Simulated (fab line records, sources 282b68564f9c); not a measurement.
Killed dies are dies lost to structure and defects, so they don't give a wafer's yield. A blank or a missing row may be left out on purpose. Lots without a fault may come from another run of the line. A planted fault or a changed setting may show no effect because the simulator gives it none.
Which tool did it? | flow rit_cmos | 14 lots, 42 wafers sampled, at 2 steps of a route of 202

WHAT THE GAUGES READ, wafer by wafer
RIT_GATE_THK_MEAS_07. Usual: GATE_OXIDE_THK 3.03 nm, standard deviation 0.06.
lot  | measured    | on            | GATE_OXIDE_THK (nm) | flag
L199 | day 2 13:13 | film_metro-02 | 3.10 2.96 3.08      |
L200 | day 2 19:29 | film_metro-02 | 3.01 2.97 3.08      |
L201 | day 3 03:01 | film_metro-01 | 3.05 3.07 3.06      |
L202 | day 3 05:46 | film_metro-03 | 3.08 3.02 3.10      |
L203 | day 3 07:07 | film_metro-03 | 3.13 3.01 3.03      |
L204 | day 3 16:04 | film_metro-01 | 3.07 3.06 3.04      |
L209 | day 4 18:07 | film_metro-01 | 2.99 3.03 2.99      |
L210 | day 4 19:09 | film_metro-03 | 2.40 2.42 2.52      | OFF
L213 | day 5 11:55 | film_metro-01 | 2.46 2.45 2.45      | OFF
L215 | day 5 22:36 | film_metro-01 | 3.08 3.05 3.06      |
L216 | day 6 02:43 | film_metro-02 | 3.08 3.12 3.14      |
L217 | day 6 05:52 | film_metro-01 | 3.05 3.06 3.03      |
L218 | day 6 10:18 | film_metro-02 | 3.05 3.13 3.13      |
L221 | day 7 01:01 | film_metro-03 | 3.08 3.14 3.06      |

WHICH TOOL RAN EACH LOT (tool, then ch and the chambers of the sampled wafers, then the start)
lot  | RIT_GATE_OXIDATION_05
L199 | furnace-04 ch 0, day 2 10:44
L200 | furnace-04 ch 0, day 2 16:08
L201 | furnace-03 ch 0, day 3 01:26
L202 | furnace-03 ch 0, day 3 04:26
L203 | furnace-03 ch 0, day 3 05:46
L204 | furnace-03 ch 0, day 3 13:29
L209 | furnace-03 ch 0, day 4 16:47
L210 | furnace-04 ch 0, day 4 17:50
L213 | furnace-04 ch 0, day 5 10:34
L215 | furnace-03 ch 0, day 5 21:16
L216 | furnace-01 ch 0, day 6 00:31
L217 | furnace-01 ch 0, day 6 04:32
L218 | furnace-01 ch 0, day 6 08:55
L221 | furnace-03 ch 0, day 6 22:22
- RIT_GATE_OXIDATION_05: target thk 3 nm, ox time 270 s.

WHAT THE TOOLS THEMSELVES READ (means of the sampled wafers that have a number; where no wafer has one, the mark that the record gives instead)
RIT_GATE_OXIDATION_05. Usual: spike_tc_centre_C 902.6 C, standard deviation 1.1; spike_tc_load_C 926.3 C, standard deviation 1.6; spike_tc_source_C 926.4 C, standard deviation 2.4; zone_power_source_pct 27.2 %, standard deviation 1.5.
lot  | tool       | spike_tc_centre_C (C) | spike_tc_load_C (C) | spike_tc_source_C (C) | zone_power_source_pct (%) | flag
L199 | furnace-04 | 902.4                 | 926.3               | 928.5                 | 25.8                      |
L200 | furnace-04 | 901.9                 | 925.8               | 929.0                 | 25.8                      |
L201 | furnace-03 | 904.0                 | 924.5               | 925.7                 | 29.0                      |
L202 | furnace-03 | 902.5                 | 925.0               | 924.4                 | 28.8                      |
L203 | furnace-03 | 903.0                 | 924.8               | 924.5                 | 29.3                      |
L204 | furnace-03 | 901.8                 | 925.4               | 924.2                 | 29.1                      |
L209 | furnace-03 | 902.5                 | 924.9               | 924.7                 | 29.2                      |
L210 | furnace-04 | 886.3                 | 910.0               | 913.1                 | 24.8                      | OFF
L213 | furnace-04 | 886.0                 | 909.7               | 913.8                 | 25.0                      | OFF
L215 | furnace-03 | 901.9                 | 925.1               | 924.6                 | 29.0                      |
L216 | furnace-01 | 902.2                 | 928.7               | 924.8                 | 26.7                      |
L217 | furnace-01 | 902.6                 | 928.2               | 924.7                 | 26.5                      |
L218 | furnace-01 | 902.3                 | 927.2               | 924.0                 | 26.5                      |
L221 | furnace-03 | 904.0                 | 925.0               | 925.3                 | 29.0                      |

THE ANSWER, worked out from the rows above alone
Rule: a lot is off if the mean of its wafers that have a number lies more than 3 standard deviations from the usual mean. A lot without any number at a reading at which 4 lots or more have one is off too. The other lots that the step has rows for count as sound. The gauges are gone through in route order, then the tools' own readings, and for those a lot's mean is taken as printed above. The first step at which some lot is off is used, and at that step the reading that is off furthest; a lot without a number counts as furthest.
Off: L210, L213, at RIT_GATE_THK_MEAS_07 (GATE_OXIDE_THK).
A tool fits if, at a process step before that reading, it ran every lot that is off, and no sound lot after the first of them. The gauges at RIT_GATE_THK_MEAS_07 aren't tried: what is off there is off at RIT_GATE_OXIDATION_05 too, on other tools, and a gauge's error can't cause that. One fits: furnace-04 at RIT_GATE_OXIDATION_05. Its last sound lot is L200 (day 2 16:08), its first lot that is off L210 (day 4 17:50): a fault that began between those two fits.
The tool's own readings at RIT_GATE_OXIDATION_05 bear it out: on the lots that are off they differ by more than 5 times the standard deviation of the sound lots' means. spike_tc_centre_C reads 886.1 C there against 902.6 C on the sound lots; spike_tc_load_C reads 909.9 C there against 925.9 C on the sound lots; spike_tc_source_C reads 913.5 C there against 925.4 C on the sound lots.

WHAT THE SIMULATOR HAD PUT IN
Process parameter drift: furnace-04, from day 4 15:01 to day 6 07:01, at RIT_GATE_OXIDATION_05. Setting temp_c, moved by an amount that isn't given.
Lots struck among those shown: L210, L213. The rule above found the same.
